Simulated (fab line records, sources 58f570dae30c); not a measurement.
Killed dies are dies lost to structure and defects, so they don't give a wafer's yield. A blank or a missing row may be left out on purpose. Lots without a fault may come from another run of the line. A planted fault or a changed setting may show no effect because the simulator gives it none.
Which tool did it? | flow berkeley_cmos170 | 14 lots, 42 wafers sampled, at 2 steps of a route of 331

WHAT THE GAUGES READ, wafer by wafer
UCB170_PSD_CD_MEAS_06: target cd 1200 nm. Usual: cd_nm 1200.6 nm, standard deviation 1.4.
lot  | measured     | on        | cd_nm (nm)           | flag
L946 | day 8 00:17  | cd_sem-02 | 1201.4 1199.4 1201.6 |
L951 | day 8 13:34  | cd_sem-02 | 1200.3 1201.0 1201.8 |
L947 | day 8 14:18  | cd_sem-01 | 1199.9 1200.7 1201.0 |
L950 | day 8 14:07  | cd_sem-02 | 1200.6 1200.6 1199.7 |
L952 | day 9 06:15  | cd_sem-01 | 1201.6 1201.2 1201.0 |
L953 | day 9 06:08  | cd_sem-01 | 1198.7 1200.5 1198.9 |
L954 | day 9 05:53  | cd_sem-02 | 1199.4 1199.7 1200.3 |
L956 | day 10 02:43 | cd_sem-01 | 1199.5 1200.2 1200.6 |
L957 | day 10 02:27 | cd_sem-02 | 1204.5 1203.1 1205.4 |
L959 | day 10 13:23 | cd_sem-02 | 1201.7 1201.9 1200.7 |
L963 | day 10 19:07 | cd_sem-01 | 1200.0 1198.7 1197.0 |
L965 | day 11 11:19 | cd_sem-01 | 1201.5 1199.7 1199.8 |
L967 | day 12 00:27 | cd_sem-02 | 1202.0 1201.1 1201.5 |
L968 | day 12 00:39 | cd_sem-02 | 1200.5 1199.3 1199.8 |

WHICH TOOL RAN EACH LOT (tool, then ch and the chambers of the sampled wafers, then the start)
lot  | UCB170_SPACER_ETCHBACK_03
L946 | rie_diel-02 ch 0,2,3, day 7 23:01
L951 | rie_diel-03 ch 0,2, day 8 11:53
L947 | rie_diel-03 ch 0,2,3, day 8 11:57
L950 | rie_diel-02 ch 0,3, day 8 11:57
L952 | rie_diel-03 ch 0,3, day 9 04:50
L953 | rie_diel-02 ch 1,3, day 9 04:50
L954 | rie_diel-01 ch 1,2,3, day 9 04:50
L956 | rie_diel-03 ch 1,2,3, day 10 01:32
L957 | rie_diel-01 ch 2,3, day 10 01:32
L959 | rie_diel-02 ch 1,2, day 10 12:01
L963 | rie_diel-01 ch 0,2,3, day 10 17:40
L965 | rie_diel-01 ch 2,3, day 11 07:43
L967 | rie_diel-01 ch 0,1, day 11 22:04
L968 | rie_diel-02 ch 0,3, day 11 22:04
- UCB170_SPACER_ETCHBACK_03: etches SiO2 in CHF3/CF4/Ar, stops on Si, target depth 376 nm, time 100 s.

WHAT THE TOOLS THEMSELVES READ (means of the sampled wafers that have a number; where no wafer has one, the mark that the record gives instead)
UCB170_SPACER_ETCHBACK_03. Usual: drypump_motor_current_A 5.6 A, standard deviation 0.36; oes_product_au 0.900 a.u., standard deviation 0.016; throttle_valve_pct 6.52 %, standard deviation 0.12.
lot  | tool        | drypump_motor_current_A (A) | oes_product_au (a.u.) | throttle_valve_pct (%) | flag
L946 | rie_diel-02 | 5.7                         | 0.895                 | 6.47                   |
L951 | rie_diel-03 | 5.3                         | 0.909                 | 6.51                   |
L947 | rie_diel-03 | 5.5                         | 0.911                 | 6.58                   |
L950 | rie_diel-02 | 5.4                         | 0.890                 | 6.50                   |
L952 | rie_diel-03 | 5.8                         | 0.904                 | 6.49                   |
L953 | rie_diel-02 | 6.1                         | 0.912                 | 6.51                   |
L954 | rie_diel-01 | 5.4                         | 0.908                 | 6.51                   |
L956 | rie_diel-03 | 5.6                         | 0.908                 | 6.64                   |
L957 | rie_diel-01 | 5.5                         | 0.902                 | 6.64                   |
L959 | rie_diel-02 | 5.9                         | 0.894                 | 6.43                   |
L963 | rie_diel-01 | 5.6                         | 0.898                 | 6.62                   |
L965 | rie_diel-01 | 5.5                         | 0.891                 | 6.52                   |
L967 | rie_diel-01 | 5.6                         | 0.921                 | 6.60                   |
L968 | rie_diel-02 | 5.8                         | 0.897                 | 6.52                   |

THE ANSWER, worked out from the rows above alone
Rule: a lot is off if the mean of its wafers that have a number lies more than 3 standard deviations from the usual mean. A lot without any number at a reading at which 4 lots or more have one is off too. The other lots that the step has rows for count as sound. The gauges are gone through in route order, then the tools' own readings, and for those a lot's mean is taken as printed above. The first step at which some lot is off is used, and at that step the reading that is off furthest; a lot without a number counts as furthest.
No lot is off at any reading shown: from this, nothing can be told.

WHAT THE SIMULATOR HAD PUT IN
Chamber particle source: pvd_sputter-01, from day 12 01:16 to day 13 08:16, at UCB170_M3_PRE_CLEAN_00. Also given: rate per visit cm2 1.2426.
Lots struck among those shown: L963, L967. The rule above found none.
